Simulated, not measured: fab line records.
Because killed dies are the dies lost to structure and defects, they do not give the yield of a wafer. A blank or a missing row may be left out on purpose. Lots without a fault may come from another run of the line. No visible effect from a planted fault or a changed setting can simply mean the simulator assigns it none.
Problem report in the 8D (eight disciplines) form, filled by code || flow rit_cmos || the parts of the form that need people (team, actions taken, sign-off) are left out

## 1. WHAT WENT WRONG
Wafers free of any fault read 1052 (standard deviation 9.1) for NRETRO_TW at RIT_NRETRO_TW_MEAS_10, against a mean of 974 on 6 wafers of 2 lots. That puts it -8.5 standard deviations away from the usual mean.
First seen on wafer L219.3, day 5 09:52, on film_metro-02. At this step, 42 wafers from 14 lots have a number in the record. By rule, "out" or "out of limits" means more than 4 standard deviations away from the usual mean. Any other wafer with a number is counted as sound.

## 2. WHAT THIS IS AND IS NOT
{"question": "which readings at this step", "is": "NRETRO_TW", "is not": "-"}
{"question": "which lots", "is": "L219, L221", "is not": "L206, L207, L209, L210, L211, L214, L222, L223, L224, L225, L226, L227"}
{"question": "which wafers of those lots", "is": "all that have a number", "is not": "-"}
{"question": "read on which gauges", "is": "film_metro-02", "is not": "film_metro-01, film_metro-03"}
{"question": "when", "is": "from day 5 09:52", "is not": "up to then (18 sound wafers); but 18 sound wafers of L222, L223, L224, L225, L226, L227 came after"}

## 3. THE SUSPECTS, EACH WITH WHAT RULES IT OUT
Counting: a tool stays on the suspect list if, at a process step up to the reading, it processed all lots that are out and no sound lot following the first of them.
- ruled out: the gauge at RIT_NRETRO_TW_MEAS_10. All the wafers that are out were read on film_metro-02, but those of them that RIT_NRETRO_IMPLANT_08 has rows for are out there too, on other tools.
- implanter-02 at RIT_NRETRO_IMPLANT_08: kept. All lots that are out passed through it, beginning with L219 at day 5 09:34, and no sound lot followed; its final sound lot before that point was L211 at day 3 15:49. Its own readings are out on those wafers: dose_ions_cm2, faraday_current_uA.
Remaining after the count: implanter-02 at RIT_NRETRO_IMPLANT_08.

## 4. THE CAUSE (what the simulator had put in)
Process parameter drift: implanter-02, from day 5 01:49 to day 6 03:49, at RIT_NRETRO_IMPLANT_08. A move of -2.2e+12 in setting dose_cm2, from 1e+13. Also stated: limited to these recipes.
Counting left only this tool.

## 5. THE CHAIN OF EFFECTS, in route order
One row per reading whose mean, taken over the struck wafers that have a number, lies over 3 standard deviations from the usual. Only readings whose record carries a usual standard deviation are examined. hours: median over the lots of the time between each lot's start at the first step of this table that gives one and its start at this step. sigmas: the change, counted in usual standard deviations.
{"hours": 0, "step": "RIT_NRETRO_IMPLANT_08", "reading": "dose_ions_cm2", "usual": 1.0002e+13, "on struck wafers": 7.7990e+12, "change": -2.2030e+12, "sigmas": "-99 or more"}
{"hours": 0, "step": "RIT_NRETRO_IMPLANT_08", "reading": "faraday_current_uA", "usual": 31.8, "on struck wafers": 25.0, "change": -6.8, "sigmas": -10}
{"hours": 0, "step": "RIT_NRETRO_TW_MEAS_10", "reading": "NRETRO_TW", "usual": 1052, "on struck wafers": 974, "change": -78, "sigmas": -8.5}
Its process steps:
- RIT_NRETRO_IMPLANT_08

## 6. WHAT WOULD HAVE CAUGHT IT SOONER
Counted from the fault's start at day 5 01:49, it took 8 hours until the first out-of-limits reading at a measuring or inspecting step in this record, taken at day 5 09:52.
The tool's own readings at RIT_NRETRO_IMPLANT_08 were out on every struck wafer that the step has a row for (dose_ions_cm2, faraday_current_uA): an alarm limit on them would have fired on the first of those.
Among the 2 lots that are out, L221 began RIT_NRETRO_IMPLANT_08 on implanter-02 after day 5 09:52. Holding the tool at that time would have saved it.
